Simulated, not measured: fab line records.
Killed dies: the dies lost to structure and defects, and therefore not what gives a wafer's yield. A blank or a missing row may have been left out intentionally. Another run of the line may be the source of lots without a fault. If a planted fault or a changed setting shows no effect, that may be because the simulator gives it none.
Which tool was responsible? + flow berkeley cmos170 + Sampling: 14 lots, 42 wafers, 5 of 331 route steps

== WHAT THE GAUGES SHOWED, per wafer ==
UCB170_START_BOW_MEAS_00.
| lot  | measured    | on            | INCOMING_BOW (um) |
|------|-------------|---------------|-------------------|
| L598 | day 1 10:00 | film metro-04 | 7 8 -3            |
| L600 | day 1 20:00 | film metro-01 | -5 -5 -8          |
| L602 | day 2 06:00 | film metro-04 | -2 0 -7           |
| L603 | day 2 11:00 | film metro-03 | -6 -2 1           |
| L604 | day 2 16:00 | film metro-01 | -6 1 -9           |
| L605 | day 2 21:00 | film metro-03 | 8 1 4             |
| L606 | day 3 02:02 | film metro-01 | -1 -9 -6          |
| L607 | day 3 07:00 | film metro-03 | -3 -8 1           |
| L608 | day 3 12:04 | film metro-01 | 10 -1 6           |
| L609 | day 3 17:01 | film metro-03 | -10 10 -2         |
| L616 | day 5 04:01 | film metro-04 | -6 0 -6           |
| L618 | day 5 14:01 | film metro-03 | -1 4 6            |
| L619 | day 5 19:01 | film metro-01 | 11 -14 2          |
| L620 | day 6 00:00 | film metro-04 | 3 0 3             |

UCB170_START_THK_MEAS_03.
| lot  | measured    | on            | START_OXIDE_THK (nm) |
|------|-------------|---------------|----------------------|
| L598 | day 1 13:26 | film metro-01 | 20.0 20.1 20.4       |
| L600 | day 2 01:06 | film metro-03 | 20.3 20.1 19.9       |
| L602 | day 2 10:46 | film metro-04 | 19.9 20.0 19.9       |
| L603 | day 2 16:22 | film metro-03 | 20.0 19.8 20.0       |
| L604 | day 2 20:02 | film metro-04 | 19.9 19.5 19.7       |
| L605 | day 3 02:10 | film metro-03 | 19.6 19.7 19.6       |
| L606 | day 3 04:46 | film metro-04 | 20.0 20.0 20.1       |
| L607 | day 3 10:46 | film metro-01 | 20.0 20.2 20.0       |
| L608 | day 3 14:05 | film metro-03 | 19.5 19.6 19.4       |
| L609 | day 3 20:45 | film metro-04 | 19.6 19.8 20.1       |
| L616 | day 5 08:05 | film metro-01 | 19.4 19.1 19.2       |
| L618 | day 5 18:58 | film metro-03 | 20.3 20.1 20.2       |
| L619 | day 5 23:24 | film metro-04 | 19.4 19.4 19.0       |
| L620 | day 6 04:47 | film metro-04 | 20.6 20.3 20.8       |

UCB170_ACTIVE_THK_MEAS_03.
| lot  | measured    | on            | ACTIVE_OXIDE_THK (nm) |
|------|-------------|---------------|-----------------------|
| L598 | day 3 14:42 | film metro-03 | 27.0 26.9 26.7        |
| L600 | day 4 12:43 | film metro-01 | 25.7 25.7 26.1        |
| L602 | day 4 12:43 | film metro-04 | 26.5 25.8 26.2        |
| L603 | day 5 01:17 | film metro-04 | 25.9 25.9 25.5        |
| L604 | day 5 01:17 | film metro-03 | 26.4 26.4 26.0        |
| L605 | day 5 01:21 | film metro-04 | 25.3 25.4 25.1        |
| L606 | day 5 03:10 | film metro-01 | 38.0 37.4 38.2        |
| L607 | day 5 09:26 | film metro-04 | 25.7 24.7 25.6        |
| L608 | day 5 16:25 | film metro-03 | 25.5 26.0 25.8        |
| L609 | day 6 02:00 | film metro-04 | 25.3 25.7 26.0        |
| L616 | day 7 18:31 | film metro-03 | 36.8 37.1 37.7        |
| L618 | day 8 02:29 | film metro-01 | 26.8 26.6 26.4        |
| L619 | day 8 02:29 | film metro-03 | 26.3 25.9 26.4        |
| L620 | day 8 12:20 | film metro-01 | 26.8 26.2 26.3        |

UCB170_PSD_CD_MEAS_06: the cd target is 1200 nm.
| lot  | measured     | on        | cd nm (nm)           |
|------|--------------|-----------|----------------------|
| L598 | day 6 03:58  | cd sem-02 | 1200.5 1199.2 1199.5 |
| L600 | day 7 00:52  | cd sem-01 | 1201.7 1202.0 1201.4 |
| L602 | day 7 01:23  | cd sem-02 | 1198.9 1197.8 1197.4 |
| L603 | day 7 09:41  | cd sem-01 | 1197.9 1198.3 1198.4 |
| L604 | day 7 09:31  | cd sem-01 | 1199.5 1200.5 1200.0 |
| L605 | day 7 10:06  | cd sem-02 | 1201.1 1202.1 1202.6 |
| L606 | day 7 09:53  | cd sem-01 | 1199.8 1199.8 1198.7 |
| L607 | day 8 02:53  | cd sem-01 | 1197.6 1198.8 1198.2 |
| L608 | day 8 09:45  | cd sem-02 | 1202.0 1201.3 1202.3 |
| L609 | day 8 18:29  | cd sem-02 | 1201.0 1201.7 1200.5 |
| L616 | day 10 06:11 | cd sem-02 | 1200.2 1200.3 1198.7 |
| L618 | day 10 16:46 | cd sem-01 | 1198.2 1198.3 1198.5 |
| L619 | day 10 17:02 | cd sem-01 | 1199.1 1199.3 1200.7 |
| L620 | day 11 01:25 | cd sem-01 | 1199.6 1199.7 1198.6 |

== EACH LOT AND THE TOOL THAT RAN IT (in order: tool; ch and the chambers of the sampled wafers; start) ==
| lot  | UCB170_ACTIVE_OXIDATION_02                                    |
|------|---------------------------------------------------------------|
| L598 | furnace-01 ch 0, day 3 13:21                                  |
| L600 | furnace-02 ch 0, day 4 11:22                                  |
| L602 | furnace-02 ch 0, day 4 11:22                                  |
| L603 | furnace-02 ch 0, day 4 23:56                                  |
| L604 | furnace-02 ch 0, day 4 23:56                                  |
| L605 | furnace-02 ch 0, day 4 23:56                                  |
| L606 | furnace-02 ch 0, day 4 23:56 and furnace-01 ch 0, day 5 01:47 |
| L607 | furnace-02 ch 0, day 5 08:05                                  |
| L608 | furnace-01 ch 0, day 5 15:02                                  |
| L609 | furnace-01 ch 0, day 6 00:38                                  |
| L616 | furnace-01 ch 0, day 7 14:33                                  |
| L618 | furnace-03 ch 0, day 8 01:08                                  |
| L619 | furnace-03 ch 0, day 8 01:08                                  |
| L620 | furnace-03 ch 0, day 8 10:59                                  |
- UCB170_ACTIVE_OXIDATION_02: target thk 26.4 nm, ox time 1260 s.

== AS READ BY THE TOOLS THEMSELVES (means over the sampled wafers that have a number; for cases with no such wafer, the mark the record gives instead) ==
UCB170_ACTIVE_OXIDATION_02.
| lot  | tool                  | ox temp c max |
|------|-----------------------|---------------|
| L598 | furnace-01            | 1005.7        |
| L600 | furnace-02            | 1005.2        |
| L602 | furnace-02            | 1005.0        |
| L603 | furnace-02            | 1005.7        |
| L604 | furnace-02            | 1005.9        |
| L605 | furnace-02            | 1006.0        |
| L606 | furnace-02/furnace-01 | 1005.6        |
| L607 | furnace-02            | 1004.9        |
| L608 | furnace-01            | 1006.2        |
| L609 | furnace-01            | 1005.7        |
| L616 | furnace-01            | 1005.9        |
| L618 | furnace-03            | 1004.0        |
| L619 | furnace-03            | 1003.8        |
| L620 | furnace-03            | 1004.3        |

== THE ANSWER, worked out from the rows above alone ==
Rule: the usual values come from the lots themselves. Put in order of their means at a reading, lots are off if they are a third of the lots or fewer, leave a main group of 4 or more, and stand apart from it by a gap of 3 or more times the standard deviation of the main group's means; of several such gaps the widest counts. If all means in a main group match to the digits the tables above print for the reading, that group is not used. A lot without any number at a reading at which 4 lots or more have one is off too. All remaining lots with rows at the step are treated as sound. First the gauges in route order, then the tools' own readings, where a lot's mean is used as printed above. The first step at which some lot is off is used, and at that step the reading that is off furthest; a lot without a number counts as furthest.
Off: L606, L616, seen at UCB170_ACTIVE_THK_MEAS_03 (ACTIVE_OXIDE_THK). The main group has a mean of 26.0 nm with a standard deviation of 0.47.
A tool fits if, at a process step before that reading, it ran every lot that is off, and no sound lot after the first of them. The gauges at UCB170_ACTIVE_THK_MEAS_03 are tried like those tools. No candidate that was tried fits.

== WHAT THE SIMULATOR HAD INSERTED ==
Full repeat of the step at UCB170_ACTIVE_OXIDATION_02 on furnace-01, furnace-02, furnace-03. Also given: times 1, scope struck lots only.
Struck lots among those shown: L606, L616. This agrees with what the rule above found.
